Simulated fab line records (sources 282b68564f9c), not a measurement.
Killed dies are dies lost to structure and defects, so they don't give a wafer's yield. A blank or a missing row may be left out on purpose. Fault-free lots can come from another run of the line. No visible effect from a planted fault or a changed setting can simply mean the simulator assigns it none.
Check of tool commonality	flow rit-cmos	45 wafers sampled across 15 lots

== REASON IT WAS OPENED ==
Of 15 lots, 3 have the reading PRETRO_TW flagged at RIT_PRETRO_TW_MEAS_10. Fault-free wafers read 479, with a standard deviation of 6.2.
Rule: a lot is flagged when every wafer of it that has a number lies more than 4 standard deviations from that mean, or none has a number. All remaining lots are regarded as sound.

lot	measured	on	PRETRO_TW, wafer by wafer	flag
L614	day 2 13:25	film-metro-02	479 478 479	
L616	day 3 00:04	film-metro-04	467 470 469	
L617	day 3 04:58	film-metro-04	467 468 464	
L620	day 3 20:25	film-metro-02	482 482 482	
L621	day 4 01:31	film-metro-04	466 464 465	
L623	day 4 15:56	film-metro-02	478 482 481	
L626	day 5 02:48	film-metro-02	1089 1092 1093	FLAGGED
L627	day 5 08:47	film-metro-01	1095 1092 1093	FLAGGED
L628	day 5 11:43	film-metro-01	1091 1089 1094	FLAGGED
L630	day 5 23:29	film-metro-01	483 486 483	
L631	day 6 05:45	film-metro-02	478 480 479	
L633	day 6 12:41	film-metro-02	480 480 482	
L634	day 6 18:44	film-metro-02	479 478 478	
L635	day 6 23:41	film-metro-04	469 470 469	
L636	day 7 03:07	film-metro-02	483 482 483	
Average over the flagged lots: 1092; offset from the usual +613, equal to +99 standard deviations.

== WHICH TOOL RAN EACH LOT ==
The record keeps 1 process step preceding the reading, out of 202 steps on the route. Read each cell as the tool, then ch plus the chambers that the sampled wafers visited, then the start.
lot	flag	RIT_NRETRO_COAT_01
L614		litho-track-01 ch 0, day 2 10:16
L616		litho-track-02 ch 0, day 2 20:54
L617		litho-track-01 ch 0, day 3 01:58
L620		litho-track-02 ch 0, day 3 17:24
L621		litho-track-02 ch 0, day 3 22:31
L623		litho-track-02 ch 0, day 4 12:55
L626	FLAGGED	litho-track-03, day 4 23:32
L627	FLAGGED	litho-track-02, day 5 05:46
L628	FLAGGED	litho-track-02, day 5 08:34
L630		litho-track-03 ch 0, day 5 20:03
L631		litho-track-03 ch 0, day 6 02:34
L633		litho-track-02 ch 0, day 6 09:47
L634		litho-track-01 ch 0, day 6 15:43
L635		litho-track-01 ch 0, day 6 20:40
L636		litho-track-03 ch 0, day 7 00:02
What the steps here do:
- RIT_NRETRO_COAT_01: resist thk 1300 nm.
- RIT_PRETRO_TW_MEAS_10

== FLAGGED AGAINST TOTAL, ONE TOOL AT A TIME (gauges that did the reading follow at the end) ==
step	tool	lots run	flagged	share of the flagged lots	sound lots run after its first flagged lot
RIT_NRETRO_COAT_01	litho-track-01	4	0	none	-
RIT_NRETRO_COAT_01	litho-track-02	7	2	some	1 (L633)
RIT_NRETRO_COAT_01	litho-track-03	4	1	some	3 (L630,L631,L636)
RIT_PRETRO_TW_MEAS_10	film-metro-01	3	2	some	1 (L630)
RIT_PRETRO_TW_MEAS_10	film-metro-02	8	1	some	4 (L631,L633,L634,L636)
RIT_PRETRO_TW_MEAS_10	film-metro-04	4	0	none	-

== THE TABLE: WHAT IT ALLOWS ==
No row of the table ran every flagged lot.

== WHAT THE SIMULATOR HAD INSERTED ==
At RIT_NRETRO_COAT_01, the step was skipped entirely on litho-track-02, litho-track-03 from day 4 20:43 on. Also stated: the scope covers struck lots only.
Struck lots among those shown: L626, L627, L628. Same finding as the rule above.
